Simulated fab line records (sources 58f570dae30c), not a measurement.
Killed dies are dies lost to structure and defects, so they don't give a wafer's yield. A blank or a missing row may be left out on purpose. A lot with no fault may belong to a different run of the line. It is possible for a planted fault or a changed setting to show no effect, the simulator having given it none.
A single fault, viewed from 2 desks / flow berkeley_cmos170 / numbers are kept per desk, each desk with only its own; the story behind them comes last

METROLOGY DESK
What the gauges read, lot by lot, whatever tool the lot ran on: means of the sampled wafers that have a number. A lot is out of limits, marked OUT, if its mean lies more than 4 standard deviations from the usual mean; the brackets give that distance.
Columns: A = NWELL_NITRIDE_THK at UCB170_NWELL_THK_MEAS_05, usual 224.3 nm; B = NWELL_OVL at UCB170_NWELL_OVL_MEAS_12, usual 0 nm
lot=L201; first seen here=day 2 12:43; A=223.1; B=6
lot=L202; first seen here=day 2 22:55; A=222.4; B=-6
lot=L203; first seen here=day 3 05:59; A=222.2; B=4
lot=L204; first seen here=day 3 10:59; A=224.3; B=-6
lot=L206; first seen here=day 3 22:38; A=222.2; B=-7
lot=L208; first seen here=day 4 01:20; A=225.1; B=3
lot=L211; first seen here=day 4 19:29; A=221.8; B=6
lot=L213; first seen here=day 5 07:44; A=225.3; B=-7
lot=L215; first seen here=day 5 07:44; A=226.4; B=6
lot=L216; first seen here=day 6 00:59; A=223.8; B=-5
lot=L218; first seen here=day 6 01:00; A=220.3; B=3
lot=L220; first seen here=day 6 12:33; A=223.8; B=-5
lot=L221; first seen here=day 6 20:23; A=225.9; B=-3
lot=L222; first seen here=day 7 03:11; A=225.8; B=8
This desk found nothing out of limits on any of the 14 lots.

TOOL OWNER'S DESK, rie_diel-02
The tool's own readings at UCB170_ACTIVE_ETCH_15 (etches Si3N4 in CH3F/Ar/O2, stops on SiO2, target depth 242 nm, time 151 s): means of the sampled wafers that have a number, for each lot that ran on this tool. A lot is out of limits, marked OUT, if its mean lies more than 4 standard deviations from the usual mean; the brackets give that distance.
Columns: A = drypump_motor_current_A at UCB170_ACTIVE_ETCH_15, usual 5.7 A; B = oes_product_au at UCB170_ACTIVE_ETCH_15, usual 0.938 a.u.; C = throttle_valve_pct at UCB170_ACTIVE_ETCH_15, usual 8.08 %
lot=L201; first seen here=day 4 22:24; A=5.7; B=0.938; C=8.15
lot=L202; first seen here=day 5 04:19; A=5.7; B=0.935; C=8.15
lot=L203; first seen here=day 5 19:19; A=5.6; B=0.933; C=8.16
lot=L208; first seen here=day 6 10:46; A=5.7; B=0.917; C=8.15
lot=L211; first seen here=day 7 02:59; A=5.7; B=0.908; C=8.19
This desk found nothing out of limits on any of the 5 lots.

BROUGHT TOGETHER
Nothing out of limits was seen by the metrology desk.
Nothing out of limits was seen by the tool owner's desk.

WHAT WAS PUT IN BY THE SIMULATOR
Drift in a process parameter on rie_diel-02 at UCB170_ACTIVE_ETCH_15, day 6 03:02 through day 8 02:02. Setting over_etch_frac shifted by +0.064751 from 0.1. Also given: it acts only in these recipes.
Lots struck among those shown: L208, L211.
